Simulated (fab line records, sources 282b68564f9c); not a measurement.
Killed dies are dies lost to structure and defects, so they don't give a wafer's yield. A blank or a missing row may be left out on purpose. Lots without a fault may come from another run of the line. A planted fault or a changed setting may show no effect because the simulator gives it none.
fab line records	flow rit-cmos
record: lots: 14	wafers: 42	last-day: 7
route steps=202 shown FOX2@23
lots that met no fault: from a run of the same line without faults
start-h: start of the lot's first displayed wafer, in hours after the record's first day	wait-h: how many hours have passed since the lot's step before this one	" identical to the entry in the row above	L1.1+2: a row that stands for several wafers	- value missing, or start not given	* or withheld: withheld	< > ~ a bound
route shown NAME@n: NAME is a module with steps in the file, n the number in the route of the first one	usual: average and standard deviation across the fault-free wafers	same: alike in all rows	chamber/n: place in a boat	sites: per-site readings	_std_site: standard deviation across them	_edge_site: inner sites' mean taken away from outer sites' mean	radius-mm: how far each site lies from the wafer's centre	mask NAME#n: copy n	behind: the last tool/chamber to shape the wafer	hold: reason for holding the lot/hours on hold/outcome of the hold	device: the n, p or np transistor that did not switch	end of line: the tests these same wafers got at the end of their route	a step with no rows: only its recipe	killed: dies that structure and defects cost at the first sort, which is not the same as the wafer's yield	map: a wafer's dies, marking killed ones x, the rest . and places with no die _
set.NAME: the setting the step ran with; set.NAME@STEP: the setting that earlier step ran with	model.NAME: the simulator's own value behind a step, which no gauge read
the route's steps for a sample of lots (tables are steps, rows are wafers)
services: the hour from which a tool's chamber was out of use, counted from the record's first day as start-h (under 0 if before that day), plus the number of hours and why
== steps ==
step: RIT_FOX2_OXIDATION_00
recipe: temp-c: 1100	ambient: H2O	target-thk-a: 3507	p-h2o-torr: 720	ox-time-s: 1130
lot.wafer	tool	chamber	start-h	wait-h
L488.1+4+6	furnace-03	0	18.39	0.2
L490.1+5+6	furnace-04	0	29.71	0.0
L494.1+3+6	furnace-01	0	49.10	0.0
L497.1+2+4	furnace-04	0	65.09	0.0
L498.1+2+6	furnace-01	0	69.98	1.1
L501.1+4+5	furnace-04	0	83.69	0.5
L502.2+5+6	furnace-04	0	88.21	0.0
L503.3+4+5	furnace-01	0	99.51	5.0
L504.2+4+6	furnace-01	0	104.25	0.0
L506.1+3+5	furnace-03	0	109.12	1.1
L505.3+4+6	furnace-03	0	110.68	1.2
L508.2+3+5	furnace-01	0	121.05	0.4
L509.4+5+6	furnace-03	0	124.74	0.6
L510.1+3+6	furnace-03	0	133.57	2.2
step: RIT_FOX2_THK_MEAS_01
recipe: reads: SiO2_of_FOX2_OXIDATION_00
usual: FOX2_OXIDE_THK: 352/6
lot.wafer	tool	chamber	start-h	wait-h	FOX2_OXIDE_THK[nm]
L488.1	film-metro-04	-	19.70	0.0	363
L488.4	"	-	"	"	362
L488.6	"	-	"	"	360
L490.1	film-metro-01	-	31.02	0.0	359
L490.5	"	-	"	"	351
L490.6	"	-	"	"	358
L494.1	film-metro-01	-	50.41	0.0	342
L494.3	"	-	"	"	351
L494.6	"	-	"	"	347
L497.1	film-metro-01	-	66.40	0.0	359
L497.2	"	-	"	"	354
L497.4	"	-	"	"	354
L498.1	film-metro-04	-	71.30	0.0	348
L498.2	"	-	"	"	353
L498.6	"	-	"	"	357
L501.1	film-metro-04	-	85.00	0.0	388
L501.4	"	-	"	"	398
L501.5	"	-	"	"	392
L502.2	film-metro-01	-	89.53	0.0	388
L502.5	"	-	"	"	394
L502.6	"	-	"	"	387
L503.3	film-metro-02	-	100.84	0.0	350
L503.4	"	-	"	"	353
L503.5	"	-	"	"	348
L504.2	film-metro-02	-	105.57	0.0	361
L504.4	"	-	"	"	367
L504.6	"	-	"	"	369
L506.1	film-metro-04	-	110.43	0.0	348
L506.3	"	-	"	"	346
L506.5	"	-	"	"	342
L505.3	film-metro-04	-	112.02	0.0	353
L505.4	"	-	"	"	359
L505.6	"	-	"	"	359
L508.2	film-metro-01	-	122.37	0.0	359
L508.3	"	-	"	"	364
L508.5	"	-	"	"	347
L509.4	film-metro-04	-	126.09	0.0	350
L509.5	"	-	"	"	349
L509.6	"	-	"	"	356
L510.1	film-metro-04	-	134.89	0.0	348
L510.3	"	-	"	"	350
L510.6	"	-	"	"	349
step: RIT_FOX2_THK_MEAS_90
recipe: reads: SiO2_of_FOX2_OXIDATION_00
usual: FIELD_OXIDE_LEFT_1_THK: 325/5.9
lot.wafer	tool	chamber	start-h	wait-h	FIELD_OXIDE_LEFT_1_THK[nm]
L488.1	film-metro-02	-	20.58	0.0	336
L488.4	"	-	"	"	334
L488.6	"	-	"	"	332
L490.1	film-metro-04	-	31.97	0.0	332
L490.5	"	-	"	"	324
L490.6	"	-	"	"	332
L494.1	film-metro-01	-	51.29	0.0	315
L494.3	"	-	"	"	323
L494.6	"	-	"	"	320
L497.1	film-metro-04	-	67.28	0.0	332
L497.2	"	-	"	"	326
L497.4	"	-	"	"	326
L498.1	film-metro-02	-	72.17	0.0	320
L498.2	"	-	"	"	325
L498.6	"	-	"	"	329
L501.1	film-metro-04	-	85.88	0.0	360
L501.4	"	-	"	"	371
L501.5	"	-	"	"	365
L502.2	film-metro-04	-	90.41	0.0	360
L502.5	"	-	"	"	366
L502.6	"	-	"	"	360
L503.3	film-metro-04	-	101.86	0.0	323
L503.4	"	-	"	"	325
L503.5	"	-	"	"	321
L504.2	film-metro-02	-	106.45	0.0	334
L504.4	"	-	"	"	339
L504.6	"	-	"	"	342
L506.1	film-metro-02	-	111.31	0.0	321
L506.3	"	-	"	"	319
L506.5	"	-	"	"	316
L505.3	film-metro-01	-	112.97	0.0	326
L505.4	"	-	"	"	331
L505.6	"	-	"	"	332
L508.2	film-metro-01	-	123.32	0.0	331
L508.3	"	-	"	"	336
L508.5	"	-	"	"	320
L509.4	film-metro-02	-	126.96	0.0	323
L509.5	"	-	"	"	322
L509.6	"	-	"	"	329
L510.1	film-metro-02	-	135.76	0.0	321
L510.3	"	-	"	"	323
L510.6	"	-	"	"	322
step: RIT_FOX2_THK_MEAS_91
recipe: reads: SiO2_of_FOX2_OXIDATION_00
usual: FIELD_OXIDE_LEFT_2_THK: 257/5.9
lot.wafer	tool	chamber	start-h	wait-h	FIELD_OXIDE_LEFT_2_THK[nm]
L488.1	film-metro-01	-	33.50	0.0	268
L488.4	"	-	"	"	266
L488.6	"	-	"	"	264
L490.1	film-metro-02	-	44.23	0.0	265
L490.5	"	-	"	"	257
L490.6	"	-	"	"	264
L494.1	film-metro-04	-	63.75	0.0	246
L494.3	"	-	"	"	254
L494.6	"	-	"	"	251
L497.1	film-metro-02	-	80.68	0.1	264
L497.2	"	-	"	"	259
L497.4	"	-	"	"	259
L498.1	film-metro-04	-	85.58	0.0	252
L498.2	"	-	"	"	257
L498.6	"	-	"	"	261
L501.1	film-metro-01	-	100.57	0.0	292
L501.4	"	-	"	"	303
L501.5	"	-	"	"	297
L502.2	film-metro-02	-	107.14	0.0	293
L502.5	"	-	"	"	299
L502.6	"	-	"	"	292
L503.3	film-metro-04	-	115.05	0.0	255
L503.4	"	-	"	"	257
L503.5	"	-	"	"	253
L504.2	film-metro-04	-	119.69	0.0	265
L504.4	"	-	"	"	271
L504.6	"	-	"	"	273
L506.1	film-metro-02	-	123.61	0.0	253
L506.3	"	-	"	"	251
L506.5	"	-	"	"	248
L505.3	film-metro-01	-	127.28	0.0	256
L505.4	"	-	"	"	261
L505.6	"	-	"	"	262
L508.2	film-metro-02	-	137.26	0.0	263
L508.3	"	-	"	"	268
L508.5	"	-	"	"	252
L509.4	film-metro-01	-	142.11	0.0	254
L509.5	"	-	"	"	253
L509.6	"	-	"	"	260
L510.1	film-metro-04	-	148.02	0.0	253
L510.3	"	-	"	"	254
L510.6	"	-	"	"	253
== services ==
tool	chamber	start-h	hours	kind
furnace-04	-	-1.18	3.2	pm
furnace-01	-	55.74	4.0	pm
furnace-04	-	89.52	10.4	pm
== key ==
first-sign: step: RIT_FOX2_THK_MEAS_01	reading: FOX2_OXIDE_THK	direction: up	sigmas: 6.6	usual: 352	struck: 391
effect: step: RIT_FOX2_THK_MEAS_90	reading: FIELD_OXIDE_LEFT_1_THK	direction: up	sigmas: 6.6	usual: 325	struck: 364
effect: step: RIT_FOX2_THK_MEAS_91	reading: FIELD_OXIDE_LEFT_2_THK	direction: up	sigmas: 6.7	usual: 257	struck: 296
met-at RIT_FOX2_OXIDATION_00
struck-lots L501,L502
tester-left-out L501,L502
onset-between 65.09 83.69
fault: kind: process-parameter-drift	tool: furnace-04	chamber: -	onset-h: 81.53	steps: RIT_FOX2_OXIDATION_00	channel: ox-time-s	offset: *	shape: step	end-h: 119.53	acts-in: *	stated: *
tester-left-out: of these lots the tester's yield and bins aren't shown, on N5 and GAA mostly nor the transistor test; their killed dies are dies lost to structure and defects alone, not to doping, threshold or leakage, so they don't give the yield
